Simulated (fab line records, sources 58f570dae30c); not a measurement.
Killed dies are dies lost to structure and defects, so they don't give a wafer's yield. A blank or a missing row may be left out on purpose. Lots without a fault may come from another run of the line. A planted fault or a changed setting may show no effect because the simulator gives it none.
Tool commonality check | flow berkeley_cmos170 | 14 lots, 42 wafers sampled

WHY IT WAS OPENED
At UCB170_ACTIVE_THK_MEAS_06 the reading ACTIVE_NITRIDE_THK is flagged on 2 of 14 lots. Wafers without a fault read 221.0 nm, standard deviation 2.4.
Rule: a lot is flagged when every wafer of it that has a number lies more than 4 standard deviations from that mean, or none has a number. The other lots count as sound.

lot  | measured    | on            | ACTIVE_NITRIDE_THK (nm), wafer by wafer | flag
L495 | day 4 01:03 | film_metro-01 | 220.5 221.9 221.5                       |
L496 | day 4 01:07 | film_metro-01 | 217.8 216.3 214.6                       |
L497 | day 4 12:13 | film_metro-01 | 218.8 219.4 219.4                       |
L500 | day 4 21:07 | film_metro-02 | 221.4 217.8 219.8                       |
L499 | day 4 21:08 | film_metro-01 | 222.0 222.5 221.7                       |
L502 | day 5 13:13 | film_metro-04 | 218.2 218.1 219.3                       |
L503 | day 5 19:14 | film_metro-02 | 222.0 222.3 220.8                       |
L505 | day 6 06:20 | film_metro-02 | 219.8 219.9 218.6                       |
L506 | day 6 11:43 | film_metro-01 | 222.9 221.9 220.5                       |
L508 | day 6 19:23 | film_metro-01 | 222.9 221.2 222.7                       |
L511 | day 7 19:44 | film_metro-02 | 181.7 182.7 184.4                       | FLAGGED
L512 | day 7 19:44 | film_metro-01 | 183.4 181.8 183.9                       | FLAGGED
L515 | day 8 21:53 | film_metro-04 | 221.2 222.2 223.9                       |
L514 | day 8 21:55 | film_metro-01 | 219.2 219.6 220.0                       |
The numbers of the flagged lots are 183.0 nm on average: -38.0 nm against the usual, or -16 standard deviations.

WHICH TOOL RAN EACH LOT
The record holds 1 process step before the reading, out of a route of 331 steps. In each cell: the tool, then ch and the chambers that the sampled wafers went through, then the start.
lot  | flag    | UCB170_ACTIVE_CVD_05
L495 |         | lpcvd-01 ch 1, day 3 23:08
L496 |         | lpcvd-01 ch 0, day 3 23:08
L497 |         | lpcvd-01 ch 0, day 4 10:17
L500 |         | lpcvd-02 ch 0, day 4 19:11
L499 |         | lpcvd-02 ch 1, day 4 19:11
L502 |         | lpcvd-02 ch 1, day 5 11:17
L503 |         | lpcvd-01 ch 1, day 5 17:19
L505 |         | lpcvd-01 ch 1, day 6 04:25
L506 |         | lpcvd-02 ch 1, day 6 09:47
L508 |         | lpcvd-01 ch 0, day 6 17:28
L511 | FLAGGED | lpcvd-02 ch 0, day 7 17:49
L512 | FLAGGED | lpcvd-02 ch 0, day 7 17:49
L515 |         | lpcvd-01 ch 0, day 8 19:58
L514 |         | lpcvd-01 ch 1, day 8 19:58
What these steps do:
- UCB170_ACTIVE_CVD_05: deposits Si3N4 from SiH2Cl2/NH3, target thk 220 nm, time 3300 s.
- UCB170_ACTIVE_THK_MEAS_06

FLAGGED OVER TOTAL, TOOL BY TOOL (the gauges that took the reading come last)
step                      | tool          | lots run | flagged | share of the flagged lots | sound lots run after its first flagged lot
UCB170_ACTIVE_CVD_05      | lpcvd-01      | 8        | 0       | none                      | -
UCB170_ACTIVE_CVD_05      | lpcvd-02      | 6        | 2       | all                       | 0
UCB170_ACTIVE_THK_MEAS_06 | film_metro-01 | 8        | 1       | some                      | 1 (L514)
UCB170_ACTIVE_THK_MEAS_06 | film_metro-02 | 4        | 1       | some                      | 0
UCB170_ACTIVE_THK_MEAS_06 | film_metro-04 | 2        | 0       | none                      | -

WHAT THE TABLE ALLOWS
1 row of the table ran every flagged lot: lpcvd-02 at UCB170_ACTIVE_CVD_05.
- lpcvd-02 at UCB170_ACTIVE_CVD_05: 2 of its 6 lots flagged. Its last sound lot is L506 (day 6 09:47), its first flagged lot L511 (day 7 17:49): a fault that began between those two fits. Its own readings lie more than 4 standard deviations out on every wafer of the flagged lots: pressure_mtorr.
One tool is left: lpcvd-02 at UCB170_ACTIVE_CVD_05.

WHAT THE SIMULATOR HAD PUT IN
Process parameter drift: lpcvd-02, from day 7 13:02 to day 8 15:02, at UCB170_ACTIVE_CVD_05. Setting pressure_mtorr, moved by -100, from 200. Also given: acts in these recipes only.
Lots struck among those shown: L511, L512. The rule above found the same.
